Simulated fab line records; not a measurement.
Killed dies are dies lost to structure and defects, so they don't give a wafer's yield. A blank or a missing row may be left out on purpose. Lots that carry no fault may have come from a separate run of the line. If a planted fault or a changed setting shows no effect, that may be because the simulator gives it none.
Lot-split experiment | flow berkeleyCmos170 | 23 wafers read from 5 lots, route of 331 steps

## THE SPLIT
At UCB170_NLDD_IMPLANT_09, the setting energyKev was moved away from the recipe's 30 on 6 of the 23 wafers read, by -5.9% to +3.8%. The other wafers ran this setting at the recipe's value.

Reading taken at the split's own step.

## THE READING
The simulator's own value implant.drpNm, read by no gauge, in nm at UCB170_NLDD_IMPLANT_09. The file gives no usual value for it.

wafer  | tool, chamber at the split | energyKev as run | against the recipe | implant.drpNm, nm | against lot-mates on the recipe
L074.1 | implanter-04, 0            | 30               | recipe             | 9.611             | -
L074.2 | implanter-04, 0            | 30               | recipe             | 9.611             | -
L074.4 | implanter-04, 0            | 30               | recipe             | 9.611             | -
L074.5 | implanter-04, 0            | 30               | recipe             | 9.611             | -
L074.6 | implanter-04, 0            | 30               | recipe             | 9.611             | -
L082.2 | implanter-04, 0            | 30               | recipe             | 9.611             | -
L082.3 | implanter-04, 0            | 30               | recipe             | 9.611             | -
L082.4 | implanter-04, 0            | 30               | recipe             | 9.611             | -
L083.2 | implanter-02, 0            | 31.15            | +3.8%              | 9.88              | +0.269
L083.3 | implanter-02, 0            | 31.15            | +3.8%              | 9.88              | +0.269
L083.6 | implanter-02, 0            | 31.15            | +3.8%              | 9.88              | +0.269
L083.4 | implanter-02, 0            | 30               | recipe             | 9.611             | -
L083.5 | implanter-02, 0            | 30               | recipe             | 9.611             | -
L084.1 | implanter-04, 0            | 30               | recipe             | 9.611             | -
L084.2 | implanter-04, 0            | 30               | recipe             | 9.611             | -
L084.3 | implanter-04, 0            | 30               | recipe             | 9.611             | -
L084.4 | implanter-04, 0            | 30               | recipe             | 9.611             | -
L084.5 | implanter-04, 0            | 30               | recipe             | 9.611             | -
L085.1 | implanter-01, 0            | 30               | recipe             | 9.611             | -
L085.4 | implanter-01, 0            | 30               | recipe             | 9.611             | -
L085.3 | implanter-01, 0            | 28.23            | -5.9%              | 9.196             | -0.415
L085.5 | implanter-01, 0            | 28.23            | -5.9%              | 9.196             | -0.415
L085.6 | implanter-01, 0            | 28.23            | -5.9%              | 9.196             | -0.415

FIT RESULTS
A straight line over all 23 wafers: implant.drpNm changes by +0.0703 nm for each +1% of energyKev; r = +1.00; the points scatter about the line by 0.00017 nm.
The same after taking each lot's own level away (the mean of its wafers on the recipe; 23 wafers): +0.0703 nm for each +1%; r = +1.00; scatter 0.00017 nm.
Per that fit: largest energyKev move, reading shift of 0.41 nm.
The lots' own levels span 9.6110 to 9.6110 nm.
Consequently the slope shifts little with the lot-to-lot level, the two slopes agreeing.
Check: for one of the wafers moved furthest among these (-5.9%), held out of the fit, the line's prediction against its lot-mates is -0.415 nm. Against them it came out at -0.415 nm.

## OTHER SPLITS ON THESE WAFERS
These wafers also went through other splits before the reading. Each is held against what the fit with the lots' levels taken away leaves over:
other split on the same wafers        | wafers away from the commonest value | r with implant.drpNm (lot level and that fit taken away)
UCB170_START_OXIDATION_02 tempC       | 15                                   | -0.60
UCB170_NWELL_CVD_04 timeS             | 18                                   | -0.52
UCB170_PWELL_OXIDATION_02 tempC       | 15                                   | +0.01
UCB170_PWELL_STRIP_16 overashFraction | 8                                    | +0.24
UCB170_ACTIVE_CVD_05 pressureMtorr    | 13                                   | -0.20
UCB170_ACTIVE_STRIP_16 powerW         | 9                                    | -0.09
UCB170_PFIELD_IMPLANT_07 doseCm2      | 10                                   | +0.42
UCB170_NVT_IMPLANT_07 doseCm2         | 11                                   | +0.43
UCB170_GATE_COAT_07 spinRpm           | 6                                    | +0.35

## THE WHOLE CHAIN: every reading that the file lists as answering this split, in the file's order
step                   | what it does | reading                                                        | change (the file's fit)                | r (the file's)
UCB170_NLDD_IMPLANT_09 |              | implant.rpNm (the simulator's own value, which no gauge read)  | +0.171 nm for each +1% of the setting  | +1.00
UCB170_NLDD_IMPLANT_09 |              | implant.drpNm (the simulator's own value, which no gauge read) | +0.0702 nm for each +1% of the setting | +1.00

## FILE'S OWN FIT
implant.drpNm changes by +0.0702 nm for each +1% of energyKev, r = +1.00.
